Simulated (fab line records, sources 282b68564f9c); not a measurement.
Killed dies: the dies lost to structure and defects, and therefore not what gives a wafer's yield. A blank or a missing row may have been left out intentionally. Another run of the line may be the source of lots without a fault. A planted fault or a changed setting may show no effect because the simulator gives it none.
fab line records	flow rit-cmos	part 1 of 2: steps 1 to 36 of 48
[record] lots = 5	wafers = 15	last-day = 6
route steps=202 shown NWELL@35 PWELL@39 WELLDRIVE@50 NRETRO@53 PRETRO@64 GATE@75 FOX2@80
lots that met no fault: taken from a fault-free run of the same line
start-h: hours from the record's first day to the start of the lot's first wafer shown	wait-h: how many hours have passed since the lot's step before this one	" the same as in the row above	L1.1+2: a row that stands for several wafers	- value missing, or start not given	* or withheld: withheld	< > ~ a bound
route shown NAME@n: names a module that has steps shown in the file, with the first one's number in the route	usual: mean and standard deviation over wafers with no fault	same: alike in all rows	chamber/n: place in a boat	sites: each site's reading	_std_site: standard deviation across them	_edge_site: mean of outer sites minus mean of inner sites	radius-mm: how far each site lies from the wafer's centre	mask NAME#n: copy n	behind: the tool/chamber that last shaped the wafer	hold: reason for holding the lot/hours on hold/outcome of the hold	device: transistor that didn't switch, given as n, p or np	end of line: tests run on the same wafers once the route is complete	a step given without rows: its recipe and nothing more	killed: at the first sort, the dies lost to defects and structure; wafer yield is something else	map: dies across one wafer; x = killed, . = not, _ = none there
set.NAME: the run value of the setting; set.NAME@STEP: its run value at that earlier step	model.NAME: the simulator's own value behind a step, which no gauge read
a table for each step, a row for each wafer; lots at some steps of the route
services: when a tool's chamber went out of use (start-h, in hours from the record's first day, below 0 if earlier), for how many hours, and the reason
[[steps]]
[step RIT_NWELL_HARDBAKE_07]
[recipe] resist = NOVOLAK	temp-c = 140	time-s = 120
lot.wafer	tool	chamber	start-h	wait-h
L075.3+4+6	litho-track-02	0	27.80	0.1
L077.3+4+5	litho-track-03	0	35.51	0.1
L084.2+4+6	litho-track-03	0	71.50	0.2
L087.1+3+6	litho-track-01	0	85.43	0.0
L090.1+4+6	litho-track-02	0	100.36	0.0
[step RIT_NWELL_IMPLANT_08]
[recipe] species = P	energy-kev = 170	dose-cm2 = 4.905e+13	tilt-deg = 7
[usual] beam-energy-keV = 170.00/0.051	faraday-current-uA = 155/3.1
lot.wafer	tool	chamber	start-h	wait-h	beam-energy-keV	faraday-current-uA
L075.3	implanter-02	0	28.02	0.2	169.98	156
L075.4	"	0	"	"	169.94	153
L075.6	"	0	"	"	169.91	156
L077.3	implanter-02	0	35.73	0.2	169.95	156
L077.4	"	0	"	"	170.01	155
L077.5	"	0	"	"	170.00	154
L084.2	implanter-03	0	71.73	0.2	169.98	155
L084.4	"	0	"	"	169.99	154
L084.6	"	0	"	"	170.05	159
L087.1	implanter-02	0	85.68	0.2	170.06	152
L087.3	"	0	"	"	169.95	154
L087.6	"	0	"	"	170.07	156
L090.1	implanter-03	0	100.61	0.2	170.02	157
L090.4	"	0	"	"	170.07	151
L090.6	"	0	"	"	170.02	157
[step RIT_NWELL_STRIP_09]
[recipe] chemistry = O2	time-s = 180	resist = NOVOLAK	platen-temp-c = withheld	power-w = 500	pressure-mtorr = 4000	o2-flow-sccm = 4000
[usual] drypump-motor-current-A = 5.5/0.38	o2-flow-sccm = 4001/13
lot.wafer	tool	chamber	start-h	wait-h	drypump-motor-current-A	o2-flow-sccm	rf-hours-counter-h
L075.3	plasma-asher-02	1	28.18	0.1	5.7	3977	-
L075.4	"	0	"	"	5.6	4017	-
L075.6	"	1	"	"	5.7	3986	-
L077.3	plasma-asher-03	1	35.89	0.1	6.0	4000	-
L077.4	"	0	"	"	5.0	4000	-
L077.5	"	0	"	"	5.0	3996	-
L084.2	plasma-asher-03	1	71.86	0.1	5.9	4010	40
L084.4	"	0	"	"	5.0	3997	-
L084.6	"	0	"	"	5.0	3991	-
L087.1	plasma-asher-03	0	85.83	0.1	5.0	4015	42
L087.3	"	1	"	"	6.0	3991	-
L087.6	"	1	"	"	6.0	4002	-
L090.1	plasma-asher-01	0	100.76	0.1	5.1	3981	48
L090.4	"	0	"	"	5.1	3985	-
L090.6	"	1	"	"	5.9	3996	-
[step RIT_NWELL_TW_MEAS_10]
[usual] NWELL_TW = 2124/21
lot.wafer	tool	chamber	start-h	wait-h	NWELL_TW
L075.3	film-metro-04	-	28.32	0.1	2152
L075.4	"	-	"	"	2154
L075.6	"	-	"	"	2149
L077.3	film-metro-03	-	36.02	0.1	2087
L077.4	"	-	"	"	2103
L077.5	"	-	"	"	2115
L084.2	film-metro-03	-	72.04	0.1	2107
L084.4	"	-	"	"	2095
L084.6	"	-	"	"	2097
L087.1	film-metro-03	-	86.01	0.1	2096
L087.3	"	-	"	"	2099
L087.6	"	-	"	"	2102
L090.1	film-metro-04	-	100.94	0.1	2164
L090.4	"	-	"	"	2151
L090.6	"	-	"	"	2132
[step RIT_PWELL_HMDS_00]
[recipe] prime-time-s = 60	prime-temp-c = 140
[same] prime-time-s = 60
lot.wafer	tool	chamber	start-h	wait-h
L075.3+4+6	litho-track-03	0	28.41	0.1
L077.3+4+5	litho-track-02	0	36.11	0.1
L084.2+4+6	litho-track-04	0	72.12	0.1
L087.1+3+6	litho-track-03	0	86.07	0.1
L090.1+4+6	litho-track-03	0	101.00	0.1
[step RIT_PWELL_COAT_01]
[recipe] resist = NOVOLAK	spin-rpm = 2000	resist-thk-nm = 1300
lot.wafer	tool	chamber	start-h	wait-h
L075.3+4+6	litho-track-03	0	28.56	0.1
L077.3+4+5	litho-track-02	0	36.26	0.1
L084.2+4+6	litho-track-04	0	72.27	0.1
L087.1+3+6	litho-track-03	0	86.22	0.1
L090.1+4+6	litho-track-03	0	101.15	0.1
[step RIT_PWELL_SOFTBAKE_02]
[recipe] resist = NOVOLAK	temp-c = 90	time-s = 60
lot.wafer	tool	chamber	start-h	wait-h
L075.3+4+6	litho-track-03	0	28.71	0.1
L077.3+4+5	litho-track-02	0	36.41	0.1
L084.2+4+6	litho-track-04	0	72.42	0.1
L087.1+3+6	litho-track-03	0	86.37	0.1
L090.1+4+6	litho-track-03	0	101.30	0.1
[step RIT_PWELL_EXPOSE_03]
[recipe] mask-id = M3	na = 0.57	target-cd-nm = 43700	dose-mj = 250
[same] na = 0.57
lot.wafer	tool	chamber	start-h	wait-h	mask
L075.3+4+6	iline-stepper-01	0	28.97	0.2	M3#0
L077.3+4+5	iline-stepper-01	0	36.68	0.2	M3#0
L084.2+4+6	iline-stepper-01	0	72.75	0.3	M3#0
L087.1+3+6	iline-stepper-01	0	86.52	0.1	M3#0
L090.1+4+6	iline-stepper-01	0	101.57	0.2	M3#0
[step RIT_PWELL_PEB_04]
[recipe] resist = NOVOLAK	temp-c = withheld	time-s = withheld
lot.wafer	tool	chamber	start-h	wait-h
L075.3+4+6	litho-track-03	0	29.10	0.1
L077.3+4+5	litho-track-02	0	36.81	0.1
L084.2+4+6	litho-track-04	0	72.87	0.1
L087.1+3+6	litho-track-02	0	86.65	0.1
L090.1+4+6	litho-track-02	0	101.69	0.1
[step RIT_PWELL_DEVELOP_05]
[recipe] resist = NOVOLAK	develop-time-s = 70.64	dev-temp-c = 23
lot.wafer	tool	chamber	start-h	wait-h
L075.3+4+6	litho-track-03	0	-	-
L077.3+4+5	litho-track-02	0	-	-
L084.2+4+6	litho-track-04	0	-	-
L087.1+3+6	litho-track-02	0	-	-
L090.1+4+6	litho-track-02	0	-	-
[step RIT_PWELL_OVL_MEAS_06]
[usual] PWELL_OVL = -0.9/1.2
lot.wafer	tool	chamber	start-h	wait-h	PWELL_OVL[nm]
L075.3	overlay-01	-	29.37	-	0.0
L075.4	"	-	"	"	0.1
L075.6	"	-	"	"	-1.2
L077.3	overlay-01	-	37.08	-	0.9
L077.4	"	-	"	"	-2.1
L077.5	"	-	"	"	0.3
L084.2	overlay-01	-	73.16	-	-1.4
L084.4	"	-	"	"	-1.4
L084.6	"	-	"	"	-0.4
L087.1	overlay-01	-	86.96	-	-0.8
L087.3	"	-	"	"	-2.5
L087.6	"	-	"	"	-2.8
L090.1	overlay-01	-	102.00	-	-3.5
L090.4	"	-	"	"	-1.5
L090.6	"	-	"	"	-3.2
[step RIT_PWELL_HARDBAKE_07]
[recipe] resist = NOVOLAK	temp-c = 140	time-s = 120
lot.wafer	tool	chamber	start-h	wait-h
L075.3+4+6	litho-track-04	0	29.48	0.1
L077.3+4+5	litho-track-03	0	37.19	0.1
L084.2+4+6	litho-track-02	0	73.24	0.1
L087.1+3+6	litho-track-03	0	87.00	0.0
L090.1+4+6	litho-track-04	0	102.04	0.0
[step RIT_PWELL_IMPLANT_08]
[recipe] species = B	energy-kev = 170	dose-cm2 = 7e+13	tilt-deg = 7
[usual] beam-energy-keV = 170.00/0.064	faraday-current-uA = 222/4.6
lot.wafer	tool	chamber	start-h	wait-h	beam-energy-keV	faraday-current-uA
L075.3	implanter-02	0	29.70	0.2	170.00	219
L075.4	"	0	"	"	170.01	229
L075.6	"	0	"	"	169.95	220
L077.3	implanter-02	0	37.41	0.2	169.91	218
L077.4	"	0	"	"	169.99	221
L077.5	"	0	"	"	169.91	223
L084.2	implanter-02	0	73.47	0.2	169.87	227
L084.4	"	0	"	"	169.94	224
L084.6	"	0	"	"	169.83	224
L087.1	implanter-02	0	87.25	0.2	170.00	221
L087.3	"	0	"	"	170.10	219
L087.6	"	0	"	"	170.11	220
L090.1	implanter-03	0	102.29	0.2	170.05	215
L090.4	"	0	"	"	170.01	231
L090.6	"	0	"	"	170.06	217
[step RIT_PWELL_STRIP_09]
[recipe] chemistry = O2	time-s = 180	resist = NOVOLAK	platen-temp-c = withheld	power-w = 500	pressure-mtorr = 4000	o2-flow-sccm = 4000
[usual] drypump-motor-current-A = 5.6/0.38	o2-flow-sccm = 4005/13
lot.wafer	tool	chamber	start-h	wait-h	drypump-motor-current-A	o2-flow-sccm	rf-hours-counter-h
L075.3	plasma-asher-01	0	29.86	0.1	5.1	3998	-
L075.4	"	1	"	"	5.9	3996	-
L075.6	"	0	"	"	5.1	3999	-
L077.3	plasma-asher-01	0	37.56	0.1	5.1	4022	-
L077.4	"	1	"	"	5.9	4021	-
L077.5	"	1	"	"	6.0	4001	-
L084.2	plasma-asher-02	0	73.59	0.1	5.6	4025	28
L084.4	"	1	"	"	5.7	3998	-
L084.6	"	1	"	"	5.7	3997	-
L087.1	plasma-asher-04	0	87.40	0.1	5.0	4005	46
L087.3	"	0	"	"	5.0	3990	-
L087.6	"	0	"	"	4.9	4002	-
L090.1	plasma-asher-02	0	102.44	0.1	5.6	4010	30
L090.4	"	0	"	"	5.6	4005	-
L090.6	"	1	"	"	5.7	4000	-
[step RIT_PWELL_TW_MEAS_10]
[usual] PWELL_TW = 948/8.8
lot.wafer	tool	chamber	start-h	wait-h	PWELL_TW
L075.3	film-metro-03	-	29.99	0.1	944
L075.4	"	-	"	"	939
L075.6	"	-	"	"	939
L077.3	film-metro-02	-	37.70	0.1	949
L077.4	"	-	"	"	949
L077.5	"	-	"	"	949
L084.2	film-metro-02	-	73.78	0.1	948
L084.4	"	-	"	"	952
L084.6	"	-	"	"	952
L087.1	film-metro-02	-	87.57	0.1	958
L087.3	"	-	"	"	948
L087.6	"	-	"	"	957
L090.1	film-metro-04	-	102.61	0.1	959
L090.4	"	-	"	"	954
L090.6	"	-	"	"	961
[step RIT_WELLDRIVE_ANNEAL_00]
[recipe] temp-c = 1100	time-s = 14700	ambient = N2
[usual] zone-power-load-pct = 44/7.1
lot.wafer	tool	chamber	start-h	wait-h	zone-power-load-pct
L075.3	furnace-04	0	30.03	0.0	42
L075.4	"	0	"	"	41
L075.6	"	0	"	"	42
L077.3	furnace-04	0	37.74	0.0	41
L077.4	"	0	"	"	42
L077.5	"	0	"	"	41
L084.2	furnace-04	0	73.83	0.0	41
L084.4	"	0	"	"	41
L084.6	"	0	"	"	41
L087.1	furnace-01	0	87.63	0.1	55
L087.3	"	0	"	"	54
L087.6	"	0	"	"	54
L090.1	furnace-01	0	104.08	1.5	55
L090.4	"	0	"	"	54
L090.6	"	0	"	"	54
[step RIT_WELLDRIVE_RS_MEAS_01]
[recipe] thk-meas-gauge = four-point-probe
[usual] NWELL_RS = 278.6/0.78
lot.wafer	tool	chamber	start-h	wait-h	NWELL_RS[ohm/sq]
L075.3	film-metro-03	-	35.16	0.0	278.5
L075.4	"	-	"	"	277.6
L075.6	"	-	"	"	278.5
L077.3	film-metro-03	-	42.86	0.0	278.7
L077.4	"	-	"	"	278.2
L077.5	"	-	"	"	280.0
L084.2	film-metro-03	-	78.93	0.0	278.5
L084.4	"	-	"	"	279.5
L084.6	"	-	"	"	279.5
L087.1	film-metro-02	-	92.72	0.0	279.4
L087.3	"	-	"	"	278.7
L087.6	"	-	"	"	279.5
L090.1	film-metro-03	-	109.17	0.0	278.1
L090.4	"	-	"	"	277.4
L090.6	"	-	"	"	278.4
[step RIT_WELLDRIVE_RS_MEAS_02]
[recipe] thk-meas-gauge = four-point-probe
[usual] PWELL_RS = 429.7/1.3
lot.wafer	tool	chamber	start-h	wait-h	PWELL_RS[ohm/sq]
L075.3	film-metro-03	-	35.28	0.1	428.4
L075.4	"	-	"	"	430.6
L075.6	"	-	"	"	430.4
L077.3	film-metro-03	-	42.98	0.1	431.2
L077.4	"	-	"	"	431.1
L077.5	"	-	"	"	431.4
L084.2	film-metro-03	-	79.05	0.1	430.6
L084.4	"	-	"	"	431.4
L084.6	"	-	"	"	430.4
L087.1	film-metro-02	-	92.84	0.1	428.2
L087.3	"	-	"	"	427.6
L087.6	"	-	"	"	429.5
L090.1	film-metro-03	-	109.29	0.1	430.4
L090.4	"	-	"	"	431.0
L090.6	"	-	"	"	430.4
[step RIT_NRETRO_HMDS_00]
[recipe] prime-time-s = 60	prime-temp-c = 140
[same] prime-time-s = 60
lot.wafer	tool	chamber	start-h	wait-h
L075.3+4+6	litho-track-01	0	35.41	0.1
L077.3+4+5	litho-track-01	0	43.11	0.1
L084.2+4+6	litho-track-01	0	79.18	0.1
L087.1+3+6	litho-track-01	0	92.96	0.1
L090.1+4+6	litho-track-02	0	109.41	0.1
[step RIT_NRETRO_COAT_01]
[recipe] resist = NOVOLAK	spin-rpm = 2000	resist-thk-nm = 1300
lot.wafer	tool	chamber	start-h	wait-h
L075.3+4+6	litho-track-01	0	35.56	0.1
L077.3+4+5	litho-track-01	0	43.26	0.1
L084.2+4+6	litho-track-01	0	79.33	0.1
L087.1+3+6	litho-track-01	0	93.11	0.1
L090.1+4+6	litho-track-02	0	109.56	0.1
[step RIT_NRETRO_SOFTBAKE_02]
[recipe] resist = NOVOLAK	temp-c = 90	time-s = 60
lot.wafer	tool	chamber	start-h	wait-h
L075.3+4+6	litho-track-01	0	35.71	0.1
L077.3+4+5	litho-track-01	0	43.41	0.1
L084.2+4+6	litho-track-01	0	79.48	0.1
L087.1+3+6	litho-track-01	0	93.26	0.1
L090.1+4+6	litho-track-02	0	109.71	0.1
[step RIT_NRETRO_EXPOSE_03]
[recipe] mask-id = M4	na = 0.57	target-cd-nm = 43900	dose-mj = 250
[same] na = 0.57
lot.wafer	tool	chamber	start-h	wait-h	mask
L075.3+4+6	iline-stepper-02	0	35.97	0.2	M4#0
L077.3+4+5	iline-stepper-02	0	43.68	0.2	M4#0
L084.2+4+6	iline-stepper-01	0	79.62	0.1	M4#0
L087.1+3+6	iline-stepper-01	0	93.41	0.1	M4#0
L090.1+4+6	iline-stepper-01	0	109.98	0.2	M4#0
[step RIT_NRETRO_PEB_04]
[recipe] resist = NOVOLAK	temp-c = withheld	time-s = withheld
lot.wafer	tool	chamber	start-h	wait-h
L075.3+4+6	litho-track-04	0	36.10	0.1
L077.3+4+5	litho-track-01	0	43.81	0.1
L084.2+4+6	litho-track-04	0	79.74	0.1
L087.1+3+6	litho-track-01	0	93.52	0.1
L090.1+4+6	litho-track-02	0	110.10	0.1
[step RIT_NRETRO_DEVELOP_05]
[recipe] resist = NOVOLAK	develop-time-s = 69.49	dev-temp-c = 23
lot.wafer	tool	chamber	start-h	wait-h
L075.3+4+6	litho-track-04	0	-	-
L077.3+4+5	litho-track-01	0	-	-
L084.2+4+6	litho-track-04	0	-	-
L087.1+3+6	litho-track-01	0	-	-
L090.1+4+6	litho-track-02	0	-	-
[step RIT_NRETRO_OVL_MEAS_06]
[usual] NRETRO_OVL = -0.7/1.5
lot.wafer	tool	chamber	start-h	wait-h	NRETRO_OVL[nm]
L075.3	overlay-02	-	36.37	-	1.6
L075.4	"	-	"	"	1.0
L075.6	"	-	"	"	0.4
L077.3	overlay-01	-	44.08	-	-0.1
L077.4	"	-	"	"	-0.7
L077.5	"	-	"	"	-2.0
L084.2	overlay-02	-	80.04	-	-0.1
L084.4	"	-	"	"	-0.1
L084.6	"	-	"	"	0.2
L087.1	overlay-02	-	93.84	-	-0.7
L087.3	"	-	"	"	-1.3
L087.6	"	-	"	"	0.7
L090.1	overlay-01	-	110.41	-	0.0
L090.4	"	-	"	"	-0.3
L090.6	"	-	"	"	-1.4
[step RIT_NRETRO_HARDBAKE_07]
[recipe] resist = NOVOLAK	temp-c = 140	time-s = 120
lot.wafer	tool	chamber	start-h	wait-h
L075.3+4+6	litho-track-01	0	36.48	0.1
L077.3+4+5	litho-track-04	0	44.19	0.1
L084.2+4+6	litho-track-02	0	80.11	0.1
L087.1+3+6	litho-track-01	0	93.87	0.0
L090.1+4+6	litho-track-02	0	110.45	0.0
[step RIT_NRETRO_IMPLANT_08]
[recipe] species = P	energy-kev = 70	dose-cm2 = 1e+13	tilt-deg = 7
[usual] beam-energy-keV = 69.998/0.023	faraday-current-uA = 31.6/0.6
lot.wafer	tool	chamber	start-h	wait-h	beam-energy-keV	faraday-current-uA
L075.3	implanter-04	0	36.70	0.2	70.009	31.3
L075.4	"	0	"	"	69.957	31.7
L075.6	"	0	"	"	70.002	32.7
L077.3	implanter-01	0	44.40	0.2	69.987	31.0
L077.4	"	0	"	"	70.022	31.9
L077.5	"	0	"	"	69.989	31.1
L084.2	implanter-04	0	80.34	0.2	69.963	32.6
L084.4	"	0	"	"	69.989	32.0
L084.6	"	0	"	"	69.975	31.4
L087.1	implanter-02	0	94.12	0.2	70.021	32.0
L087.3	"	0	"	"	70.013	31.8
L087.6	"	0	"	"	70.006	31.0
L090.1	implanter-02	0	110.70	0.2	69.979	31.6
L090.4	"	0	"	"	70.008	31.0
L090.6	"	0	"	"	69.990	32.2
[step RIT_NRETRO_STRIP_09]
[recipe] chemistry = O2	time-s = 180	resist = NOVOLAK	platen-temp-c = withheld	power-w = 500	pressure-mtorr = 4000	o2-flow-sccm = 4000
[usual] drypump-motor-current-A = 5.6/0.38	o2-flow-sccm = 3998/12
lot.wafer	tool	chamber	start-h	wait-h	drypump-motor-current-A	o2-flow-sccm	rf-hours-counter-h
L075.3	plasma-asher-02	0	36.85	0.1	5.6	4008	-
L075.4	"	1	"	"	5.7	3991	-
L075.6	"	0	"	"	5.6	4013	-
L077.3	plasma-asher-03	1	44.56	0.1	6.0	3987	-
L077.4	"	0	"	"	5.0	3986	-
L077.5	"	0	"	"	5.0	3981	-
L084.2	plasma-asher-02	1	80.47	0.1	5.7	4000	28
L084.4	"	0	"	"	5.6	4018	-
L084.6	"	0	"	"	5.6	4012	-
L087.1	plasma-asher-03	1	94.27	0.1	5.9	3990	43
L087.3	"	1	"	"	6.0	4007	-
L087.6	"	1	"	"	6.0	3983	-
L090.1	plasma-asher-02	0	110.85	0.1	5.6	3999	30
L090.4	"	1	"	"	5.7	4002	-
L090.6	"	1	"	"	5.7	4013	-
[step RIT_NRETRO_TW_MEAS_10]
[usual] NRETRO_TW = 1055/6.8
lot.wafer	tool	chamber	start-h	wait-h	NRETRO_TW
L075.3	film-metro-02	-	36.99	0.1	1053
L075.4	"	-	"	"	1050
L075.6	"	-	"	"	1046
L077.3	film-metro-02	-	44.70	0.1	1046
L077.4	"	-	"	"	1049
L077.5	"	-	"	"	1047
L084.2	film-metro-02	-	80.65	0.1	1048
L084.4	"	-	"	"	1057
L084.6	"	-	"	"	1049
L087.1	film-metro-02	-	94.45	0.1	1049
L087.3	"	-	"	"	1054
L087.6	"	-	"	"	1050
L090.1	film-metro-04	-	111.02	0.1	1053
L090.4	"	-	"	"	1052
L090.6	"	-	"	"	1057
[step RIT_PRETRO_HMDS_00]
[recipe] prime-time-s = 60	prime-temp-c = 140
[same] prime-time-s = 60
lot.wafer	tool	chamber	start-h	wait-h
L075.3+4+6	litho-track-01	0	37.08	0.1
L077.3+4+5	litho-track-03	0	44.88	0.2
L084.2+4+6	litho-track-01	0	80.73	0.1
L087.1+3+6	litho-track-04	0	94.51	0.1
L090.1+4+6	litho-track-04	0	111.12	0.1
[step RIT_PRETRO_COAT_01]
[recipe] resist = NOVOLAK	spin-rpm = 2000	resist-thk-nm = 1300
lot.wafer	tool	chamber	start-h	wait-h
L075.3+4+6	litho-track-01	0	37.23	0.1
L077.3+4+5	litho-track-03	0	45.03	0.1
L084.2+4+6	litho-track-01	0	80.88	0.1
L087.1+3+6	litho-track-04	0	94.66	0.1
L090.1+4+6	litho-track-04	0	111.27	0.1
[step RIT_PRETRO_SOFTBAKE_02]
[recipe] resist = NOVOLAK	temp-c = 90	time-s = 60
lot.wafer	tool	chamber	start-h	wait-h
L075.3+4+6	litho-track-01	0	37.38	0.1
L077.3+4+5	litho-track-03	0	45.18	0.1
L084.2+4+6	litho-track-01	0	81.03	0.1
L087.1+3+6	litho-track-04	0	94.81	0.1
L090.1+4+6	litho-track-04	0	111.42	0.1
[step RIT_PRETRO_EXPOSE_03]
[recipe] mask-id = M5	na = 0.57	target-cd-nm = 43700	dose-mj = 250
[same] na = 0.57
lot.wafer	tool	chamber	start-h	wait-h	mask
L075.3+4+6	iline-stepper-02	0	37.52	0.1	M5#0
L077.3+4+5	iline-stepper-01	0	45.32	0.1	M5#0
L084.2+4+6	iline-stepper-02	0	81.30	0.2	M5#0
L087.1+3+6	iline-stepper-01	0	94.96	0.1	M5#0
L090.1+4+6	iline-stepper-01	0	111.69	0.2	M5#0
[step RIT_PRETRO_PEB_04]
[recipe] resist = NOVOLAK	temp-c = withheld	time-s = withheld
lot.wafer	tool	chamber	start-h	wait-h
L075.3+4+6	litho-track-01	0	37.65	0.1
L077.3+4+5	litho-track-04	0	45.45	0.1
L084.2+4+6	litho-track-03	0	81.54	0.2
L087.1+3+6	litho-track-04	0	95.07	0.1
L090.1+4+6	litho-track-04	0	111.81	0.1
[step RIT_PRETRO_DEVELOP_05]
[recipe] resist = NOVOLAK	develop-time-s = 68	dev-temp-c = 23
lot.wafer	tool	chamber	start-h	wait-h
L075.3+4+6	litho-track-01	0	-	-
L077.3+4+5	litho-track-04	0	-	-
L084.2+4+6	litho-track-03	0	-	-
L087.1+3+6	litho-track-04	0	-	-
L090.1+4+6	litho-track-04	0	-	-
[step RIT_PRETRO_OVL_MEAS_06]
[usual] PRETRO_OVL = 0.4/1.3
lot.wafer	tool	chamber	start-h	wait-h	PRETRO_OVL[nm]
L075.3	overlay-02	-	37.92	-	0.8
L075.4	"	-	"	"	1.1
L075.6	"	-	"	"	0.9
L077.3	overlay-01	-	45.73	-	0.7
L077.4	"	-	"	"	1.1
L077.5	"	-	"	"	1.8
L084.2	overlay-01	-	81.84	-	0.0
L084.4	"	-	"	"	-2.3
L084.6	"	-	"	"	0.9
L087.1	overlay-01	-	95.39	-	2.0
L087.3	"	-	"	"	0.5
L087.6	"	-	"	"	-1.1
L090.1	overlay-01	-	112.12	-	1.1
L090.4	"	-	"	"	0.0
L090.6	"	-	"	"	-1.2
